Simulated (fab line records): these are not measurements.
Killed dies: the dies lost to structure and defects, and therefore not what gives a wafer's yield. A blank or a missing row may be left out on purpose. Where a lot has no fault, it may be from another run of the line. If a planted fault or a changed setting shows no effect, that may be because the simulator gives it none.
What tool caused it? :: flow berkeley cmos170 :: 14 lots with 42 wafers sampled at 2 steps, on a route of 331 steps

WHAT THE GAUGES SHOWED, per wafer
UCB170_V1_THK_MEAS_01. Usual: V1_TEOS_THK 2005 nm, standard deviation 24.
lot: L247
measured: day 8 12:02
on: film metro-03
V1_TEOS_THK (nm): 2016 2016 2040
flag: 

lot: L248
measured: day 8 13:22
on: film metro-01
V1_TEOS_THK (nm): 1992 1993 2019
flag: 

lot: L246
measured: day 8 14:42
on: film metro-04
V1_TEOS_THK (nm): 1979 2040 2046
flag: 

lot: L249
measured: day 9 07:01
on: film metro-01
V1_TEOS_THK (nm): 1973 1980 2000
flag: 

lot: L251
measured: day 9 10:09
on: film metro-01
V1_TEOS_THK (nm): 1970 1986 2012
flag: 

lot: L252
measured: day 9 11:30
on: film metro-01
V1_TEOS_THK (nm): 1956 1993 1967
flag: 

lot: L255
measured: day 9 23:59
on: film metro-03
V1_TEOS_THK (nm): 1990 2014 2019
flag: 

lot: L254
measured: day 10 01:20
on: film metro-03
V1_TEOS_THK (nm): 1965 1987 1980
flag: 

lot: L261
measured: day 11 10:23
on: film metro-04
V1_TEOS_THK (nm): 1972 1990 1990
flag: 

lot: L267
measured: day 12 13:11
on: film metro-01
V1_TEOS_THK (nm): 1992 2005 2016
flag: 

lot: L265
measured: day 12 14:26
on: film metro-04
V1_TEOS_THK (nm): 1963 2862 2937
flag: OFF

lot: L269
measured: day 12 15:50
on: film metro-04
V1_TEOS_THK (nm): 2008 2035 2040
flag: 

lot: L266
measured: day 12 17:11
on: film metro-04
V1_TEOS_THK (nm): 2902 2036 2945
flag: OFF

lot: L268
measured: day 12 17:11
on: film metro-03
V1_TEOS_THK (nm): 1997 2044 2056
flag: 

WHICH TOOL RAN EACH LOT (tool, then ch and the chambers of the sampled wafers, then the start)
lot: L247
UCB170_V1_CVD_00: pecvd-03 ch 0,1,2, day 8 11:52

lot: L248
UCB170_V1_CVD_00: pecvd-02 ch 0,1,2, day 8 13:12

lot: L246
UCB170_V1_CVD_00: pecvd-04 ch 0,2, day 8 14:32

lot: L249
UCB170_V1_CVD_00: pecvd-02 ch 0,1,2, day 9 06:51

lot: L251
UCB170_V1_CVD_00: pecvd-04 ch 1,2, day 9 09:59

lot: L252
UCB170_V1_CVD_00: pecvd-02 ch 0,1, day 9 11:19

lot: L255
UCB170_V1_CVD_00: pecvd-03 ch 0,1,2, day 9 23:50

lot: L254
UCB170_V1_CVD_00: pecvd-04 ch 1,2, day 10 01:10

lot: L261
UCB170_V1_CVD_00: pecvd-02 ch 0,1, day 11 10:08

lot: L267
UCB170_V1_CVD_00: pecvd-03 ch 0,1, day 12 12:57

lot: L265
UCB170_V1_CVD_00: pecvd-02 ch 0,2, day 12 14:17

lot: L269
UCB170_V1_CVD_00: pecvd-04 ch 0,1,2, day 12 15:41

lot: L266
UCB170_V1_CVD_00: pecvd-02 ch 0,2, day 12 17:01

lot: L268
UCB170_V1_CVD_00: pecvd-03 ch 0,1, day 12 17:01
- UCB170_V1_CVD_00: deposits SiO2 from TEOS/O2, target thk 2000 nm, time 250 s.

AS READ BY THE TOOLS THEMSELVES (means over the sampled wafers that have a number; for cases with no such wafer, the mark the record gives instead)
UCB170_V1_CVD_00. Usual: heater power w 247 W, standard deviation 96; rf fwd power W 548.7 W, standard deviation 1.7.
lot: L247
tool: pecvd-03
heater power w (W): 260
rf fwd power W (W): 549.6
flag: 

lot: L248
tool: pecvd-02
heater power w (W): 299
rf fwd power W (W): 549.3
flag: 

lot: L246
tool: pecvd-04
heater power w (W): 292
rf fwd power W (W): 550.0
flag: 

lot: L249
tool: pecvd-02
heater power w (W): 234
rf fwd power W (W): 548.7
flag: 

lot: L251
tool: pecvd-04
heater power w (W): 185
rf fwd power W (W): 547.0
flag: 

lot: L252
tool: pecvd-02
heater power w (W): 340
rf fwd power W (W): 548.9
flag: 

lot: L255
tool: pecvd-03
heater power w (W): 201
rf fwd power W (W): 549.9
flag: 

lot: L254
tool: pecvd-04
heater power w (W): 195
rf fwd power W (W): 549.3
flag: 

lot: L261
tool: pecvd-02
heater power w (W): 344
rf fwd power W (W): 547.1
flag: 

lot: L267
tool: pecvd-03
heater power w (W): 202
rf fwd power W (W): 550.1
flag: 

lot: L265
tool: pecvd-02
heater power w (W): 359
rf fwd power W (W): 549.8
flag: 

lot: L269
tool: pecvd-04
heater power w (W): 272
rf fwd power W (W): 549.2
flag: 

lot: L266
tool: pecvd-02
heater power w (W): 332
rf fwd power W (W): 546.4
flag: 

lot: L268
tool: pecvd-03
heater power w (W): 182
rf fwd power W (W): 548.2
flag: 

THE ANSWER, worked out from the rows above alone
Rule: a lot is off if the mean of its wafers that have a number lies more than 3 standard deviations from the usual mean. A lot without any number at a reading at which 4 lots or more have one is off too. All remaining lots with rows at the step are treated as sound. Order of review: gauges by route order, followed by the tools' own readings, for which a lot's mean as printed above is used. The first step at which some lot is off is used, and at that step the reading that is off furthest; a lot without a number counts as furthest.
Off: L265, L266, seen at UCB170_V1_THK_MEAS_01 (V1_TEOS_THK).
A tool fits if, at a process step before that reading, it ran every lot that is off, and no sound lot after the first of them. The gauges at UCB170_V1_THK_MEAS_01 are tried like those tools. One fits: pecvd-02 at UCB170_V1_CVD_00. Its last sound lot is L261 (day 11 10:08), its first lot that is off L265 (day 12 14:17): a fault that began between those two fits.

WHAT WAS PUT IN BY THE SIMULATOR
pecvd-02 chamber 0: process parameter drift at UCB170_V1_CVD_00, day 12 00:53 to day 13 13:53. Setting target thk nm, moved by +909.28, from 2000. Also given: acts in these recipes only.
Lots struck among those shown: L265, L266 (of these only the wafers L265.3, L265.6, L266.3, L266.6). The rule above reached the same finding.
